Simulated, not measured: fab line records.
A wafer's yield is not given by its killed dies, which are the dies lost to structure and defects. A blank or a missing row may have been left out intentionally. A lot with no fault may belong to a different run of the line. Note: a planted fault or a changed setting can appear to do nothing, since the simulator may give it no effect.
Code-filled problem report in 8D (eight disciplines) form / flow rit-cmos / the parts of the form that need people (team, actions taken, sign-off) are left out

1. WHAT IS WRONG
Wafers free of any fault read 115.9 ohm/sq (standard deviation 0.3) for PSD_RS at RIT_SDANNEAL_RS_MEAS_04, against a mean of 118.2 ohm/sq on 9 wafers of 3 lots. That puts it +7.7 standard deviations away from the usual mean.
The step: measures by four-point-probe.
The first sign was on wafer L499.2 at day 5 19:40, on film-metro-03. At this step, 45 wafers from 15 lots have a number in the record. The rule behind "out" and "out of limits": a value lying over 4 standard deviations away from the usual mean. Any other wafer with a number is counted as sound.

2. WHAT IT IS; WHAT IT IS NOT
question=which readings at this step | is=PSD_RS | is not=-
question=which lots | is=L499, L501, L502 | is not=L486, L488, L489, L491, L493, L494, L496, L504, L505, L506, L507, L508
question=which wafers of those lots | is=all that have a number | is not=-
question=read on which gauges | is=film-metro-02, film-metro-03 | is not=film-metro-01
question=when | is=from day 5 19:40 | is not=up to then (21 sound wafers); but 15 sound wafers of L504, L505, L506, L507, L508 came after

3. SUSPECTS, AND WHAT RULES EACH OUT
Counting: any tool at a process step up to the reading is kept as a suspect provided that every lot that is out went through it and no sound lot did after the first of them.
- ruled out: the gauge at RIT_SDANNEAL_RS_MEAS_04. 2 gauges (film-metro-02, film-metro-03) read the wafers that are out.
- implanter-03 at RIT_PSD_IMPLANT_08: kept. Every lot that is out went through it, starting with L499 (day 5 18:41), and after that it ran no sound lot; the last sound lot it ran before then is L494 (day 4 17:32).
After counting, what remains is implanter-03 at RIT_PSD_IMPLANT_08.

4. THE CAUSE (what the simulator had put in)
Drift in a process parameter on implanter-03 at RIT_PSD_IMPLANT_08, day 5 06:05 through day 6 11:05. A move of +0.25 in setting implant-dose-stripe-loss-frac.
Only this tool survived the counting.

5. THE EFFECT CHAIN, in route order
One row per reading whose mean, taken over the struck wafers that have a number, lies over 3 standard deviations from the usual. Scope: only readings with a usual standard deviation given in the record; hours: median across lots of the time from each lot's start at the first step in this table that gives one to its start at this step; sigmas: change in usual standard deviations.
hours=0; step=RIT_SDANNEAL_RS_MEAS_04; reading=PSD_RS; usual=115.9 ohm/sq; on struck wafers=118.2; change=+2.3; sigmas=+7.7

6. WHAT WOULD HAVE CAUGHT IT SOONER
The first out-of-limits reading at a measuring or inspecting step in this record came at day 5 19:40, 14 hours after the fault's start at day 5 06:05.
Lots out: 3; of these, L501, L502 started RIT_PSD_IMPLANT_08 on implanter-03 after day 5 19:40. A hold on the tool at that time would have spared those 2.
